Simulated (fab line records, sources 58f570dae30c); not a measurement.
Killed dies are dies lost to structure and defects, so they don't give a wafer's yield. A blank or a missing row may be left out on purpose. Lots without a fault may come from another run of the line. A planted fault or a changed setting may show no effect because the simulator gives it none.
Problem report in the 8D (eight disciplines) form, filled by code | flow berkeley_cmos170 | the parts of the form that need people (team, actions taken, sign-off) are left out

1. THE PROBLEM
spin_speed_rpm at UCB170_M1_COAT_04 reads a mean of 1346.4 rpm on 6 wafers of 2 lots; wafers without a fault read 1500.0 rpm with a standard deviation of 0.9. That is -99 or more standard deviations from the usual mean.
The step: resist thk 900 nm.
First seen on wafer L416.3, day 10 17:00, on litho_track-04. The record holds 18 wafers of 6 lots with a number at this step. Rule for "out", or "out of limits": more than 4 standard deviations from the usual mean. The other wafers with a number count as sound.

2. WHAT IT IS AND WHAT IT IS NOT
question                    | is                     | is not
which readings at this step | spin_speed_rpm         | -
which lots                  | L416, L417             | L409, L412, L414, L421
which wafers of those lots  | all that have a number | -
read on which tools         | litho_track-04         | litho_track-01, litho_track-03
when                        | from day 10 17:00      | up to then (9 sound wafers); but 3 sound wafers of L421 came after

3. SUSPECTS, AND WHAT RULES EACH OUT
Counting: a tool at a process step up to the reading stays a suspect if it ran every lot that is out and no sound lot after the first of them.
- pvd_sputter-01 at UCB170_M1_SPUTTER_00 (material Al, target thk 600 nm, time 80 s): kept. It ran every lot that is out, first L416 (day 10 16:37), and no sound lot after that; its last sound lot up to then is L409 (day 9 13:57).
- litho_track-04 at UCB170_M1_COAT_04 (resist thk 900 nm): kept. It ran every lot that is out, first L416 (day 10 17:00), and no sound lot after that; its last sound lot up to then is L409 (day 9 14:00). Its own readings are out on those wafers: spin_speed_rpm.
Left after counting: pvd_sputter-01 at UCB170_M1_SPUTTER_00, litho_track-04 at UCB170_M1_COAT_04.

4. THE CAUSE (what the simulator had put in)
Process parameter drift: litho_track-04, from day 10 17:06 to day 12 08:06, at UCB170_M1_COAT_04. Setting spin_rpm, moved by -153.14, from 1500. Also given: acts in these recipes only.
Counting left 2 suspects, and this tool is among them.

5. THE CHAIN OF EFFECTS, in route order
Each row: a reading whose mean over the struck wafers that have a number lies more than 3 standard deviations from the usual. Only readings for which the record gives a usual standard deviation are gone through. hours: the time from each lot's start at the first step in this table that gives one to its start at this step, as a median over the lots. sigmas: the change in usual standard deviations.
hours | step              | reading        | usual      | on struck wafers | change | sigmas
0     | UCB170_M1_COAT_04 | spin_speed_rpm | 1500.0 rpm | 1346.4           | -153.6 | -99 or more
The process steps in it:
- UCB170_M1_COAT_04: resist thk 900 nm.
Later measuring or inspecting steps at which every struck wafer that the step has a row for has a number for every such reading, and none has moved that far: UCB170_M1_CD_MEAS_09, UCB170_M1_OVL_MEAS_10.

6. WHAT WOULD HAVE CAUGHT IT SOONER
In this record the first reading out of limits was taken at day 10 17:00.
